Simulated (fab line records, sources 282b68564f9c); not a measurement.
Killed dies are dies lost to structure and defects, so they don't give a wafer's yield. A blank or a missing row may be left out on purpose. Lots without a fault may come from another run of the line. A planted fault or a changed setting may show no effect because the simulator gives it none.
fab line records | flow rit_cmos
record lots=14 wafers=42 last_day=7
route steps=202 shown CONTACT@179 M1@202
lots that met no fault: from a run of the same line without faults
start_h: hours from the record's first day to the start of the lot's first wafer shown | wait_h: hours since the lot's step before | " the same as in the row above | L1.1+2: a row that stands for several wafers | - no value, or no start given | * or withheld: withheld | < > ~ a bound
route shown NAME@n: a module of which the file shows steps, and the number in the route of the first | usual: mean/standard deviation of fault-free wafers | same: alike in all rows | chamber/n: place in a boat | sites: the reading at each site | _std_site: their standard deviation | _edge_site: outer sites' mean less inner sites' | radius_mm: how far each site lies from the wafer's centre | mask NAME#n: copy n | behind: the tool/chamber that last shaped the wafer | hold: why the lot was held/for how many hours/how that ended | device: the transistor (n, p or np) that didn't switch | end of line: the same wafers' tests at the end of the route | a step without rows: its recipe alone | killed: dies lost to structure and defects at the first sort, not the wafer's yield | map: a wafer's dies, x killed, . not, _ none there
set.NAME: the setting as run; set.NAME@STEP: as run at that earlier step | model.NAME: the simulator's own value behind a step, which no gauge read
steps of the route over a sample of lots; a table a step, a row a wafer
services: from which hour (start_h, from the record's first day; less than 0 if before it) a tool's chamber was out of use, for how many hours, and why
## steps
# step RIT_CONTACT_ETCH_11
# recipe target_depth_a=4800 over_etch_frac=0.2 stop_on=TiSi2 chemistry=CHF3/CF4/Ar target=SiO2 CHF3_flow_sccm=50 cf4_flow_sccm=10 Ar_flow_sccm=100 O2_flow_sccm=5 pressure_mtorr=100 rf_w=195 time_s=320
# usual drypump_motor_current_A=5.9/0.46 oes_product_au=0.989/0.022 throttle_valve_pct=8.85/0.16
# columns lot.wafer tool chamber start_h wait_h drypump_motor_current_A oes_product_au rf_hours_counter_h throttle_valve_pct
L424.3 rie_diel-02 0 61.01 0.1 6.5 0.983 128 8.78
L424.5 " 0 " " 6.5 0.984 - 8.79
L424.6 " 3 " " 6.1 1.021 - 8.87
L425.1 rie_diel-02 2 65.82 0.1 5.8 1.014 72 8.92
L425.2 " 0 " " 6.5 0.978 128 8.78
L425.4 " 1 " " 5.7 0.970 5 8.67
L426.2 rie_diel-04 1 69.28 0.1 5.2 0.983 40 8.57
L426.3 " 3 " " 5.5 0.983 12 8.86
L426.6 " 0 " " 5.5 0.980 - 8.94
L427.2 rie_diel-04 3 76.71 0.1 5.5 0.989 12 8.86
L427.3 " 0 " " 5.5 0.982 151 8.95
L427.5 " 3 " " 5.5 0.985 - 8.87
L428.1 rie_diel-02 3 80.57 0.1 6.1 1.021 26 8.87
L428.3 " 2 " " 5.7 1.017 72 8.91
L428.6 " 3 " " 6.0 1.021 - 8.85
L429.3 rie_diel-01 0 84.55 0.1 6.5 1.001 54 8.66
L429.4 " 3 " " 5.0 1.001 2 8.83
L429.5 " 2 " " 5.7 0.967 - 9.12
L431.1 rie_diel-02 1 92.23 0.1 5.7 0.967 5 8.68
L431.4 " 2 " " 5.7 1.016 72 8.90
L431.6 " 0 " " 6.5 0.979 - 8.78
L430.1 rie_diel-01 0 93.97 0.1 6.5 1.004 54 8.65
L430.3 " 3 " " 5.0 1.004 2 8.81
L430.6 " 2 " " 5.7 0.974 - 9.10
L432.2 rie_diel-02 3 97.20 0.1 6.1 1.029 27 8.87
L432.4 " 2 " " 5.7 1.014 72 8.91
L432.5 " 3 " " 6.1 1.027 - 8.85
L433.1 rie_diel-02 2 110.34 0.1 5.7 1.020 72 8.90
L433.3 " 0 " " 6.5 0.972 129 8.80
L433.6 " 2 " " 5.7 1.013 - 8.90
L434.3 rie_diel-01 2 110.49 0.1 5.7 0.977 7 9.09
L434.5 " 1 " " 6.3 0.960 - 9.10
L434.6 " 0 " " 6.5 1.003 - 8.65
L435.1 rie_diel-02 0 114.36 0.1 6.6 0.979 129 8.80
L435.3 " 1 " " 5.7 0.969 6 8.70
L435.4 " 3 " " 6.1 1.023 27 8.86
L441.2 rie_diel-01 2 144.71 0.1 5.7 0.983 8 9.10
L441.3 " 0 " " 6.5 0.992 55 8.67
L441.6 " 2 " " 5.7 0.974 - 9.12
L443.2 rie_diel-01 1 155.03 0.1 6.2 0.960 10 9.11
L443.3 " 2 " " 5.7 0.979 8 9.11
L443.4 " 0 " " 6.4 0.990 56 8.67
# step RIT_M1_PROBE_99
# usual killed_at_contacts=0.1/0.25 killed_at_front_end=6.8/2.9 killed_dies=6.9/2.9 killed_on_rim=1.7/1.3 killed_open=3.3/1.9 killed_short=3.6/1.9
# same gross_dies=264 killed_at_M0_to_M3=0 killed_at_M4_up=0 killed_at_back_side=0 killed_at_other=0
# columns lot.wafer tool chamber start_h wait_h killed_at_contacts killed_at_front_end killed_dies killed_on_rim killed_open killed_short
L441.2 prober-02 - 150.09 0.1 0 6 6 2 2 4
L441.3 prober-02 - 150.14 0.2 259 5 264 70 1 4
L441.6 prober-02 - 150.29 0.2 0 4 4 1 2 2
L443.2 prober-02 - 160.27 0.1 0 8 8 4 3 5
L443.3 prober-02 - 160.32 0.2 0 5 5 2 2 3
L443.4 prober-02 - 160.37 0.2 260 4 264 70 3 1
# killed by level:class
L441.2 FOX2:geometric_particle:short=2 FOX1:geometric_particle:open=1 FOX1:geometric_particle:short=1 GATE:geometric_particle:short=1 GATE:geometric_particle:open=1
L441.3 CONTACT:area_etch=259 GATE:geometric_particle:short=4 SILICIDE:geometric_particle:open=1
L441.6 FOX1:geometric_particle:short=1 FOX1:geometric_particle:open=1 GATE:geometric_particle:open=1 REOX:geometric_particle:short=1
L443.2 GATE:geometric_particle:short=4 GATE:geometric_particle:open=3 SPACER:geometric_particle:short=1
L443.3 GATE:geometric_particle:short=2 FOX1:geometric_particle:open=1 FOX2:geometric_particle:short=1 GATE:geometric_particle:open=1
L443.4 CONTACT:area_etch=260 GATE:geometric_particle:open=3 GATE:geometric_particle:short=1
## services
# columns tool chamber start_h hours kind
rie_diel-04 3 52.55 3.8 repair
rie_diel-01 2 67.31 4.3 repair
rie_diel-01 3 113.13 12.9 repair
rie_diel-04 2 121.33 7.5 repair
rie_diel-04 0 140.55 - clean
rie_diel-04 0 140.55 24.1 scheduled_down
rie_diel-04 0 140.55 24.1 vent_cycle
rie_diel-02 - 154.74 1.4 repair
## key
first_sign step=RIT_M1_PROBE_99 reading=killed_at_contacts direction=up sigmas=99+ usual=0.1 struck=259.5
effect step=RIT_M1_PROBE_99 reading=killed_dies direction=up sigmas=88 usual=6.9 struck=264
more_kills_born_at RIT_CONTACT_ETCH_11@rie_diel-01=519
met_at RIT_CONTACT_ETCH_11
struck_lots L441,L443
struck_wafers L441.3,L443.4
later_rows_left_out L441.3,L443.4
tester_left_out L441,L443
onset_between 110.49 144.71
fault kind=process_parameter_drift tool=rie_diel-01 chamber=0 onset_h=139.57 steps=RIT_CONTACT_ETCH_11 channel=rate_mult offset=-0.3 shape=step end_h=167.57
# tester_left_out: of these lots the tester's yield and bins aren't shown, on N5 and GAA mostly nor the transistor test; their killed dies are dies lost to structure and defects alone, not to doping, threshold or leakage, so they don't give the yield
# later_rows_left_out: the simulator's readings of these wafers behind a module that went badly wrong aren't trusted and aren't shown, but for the sort
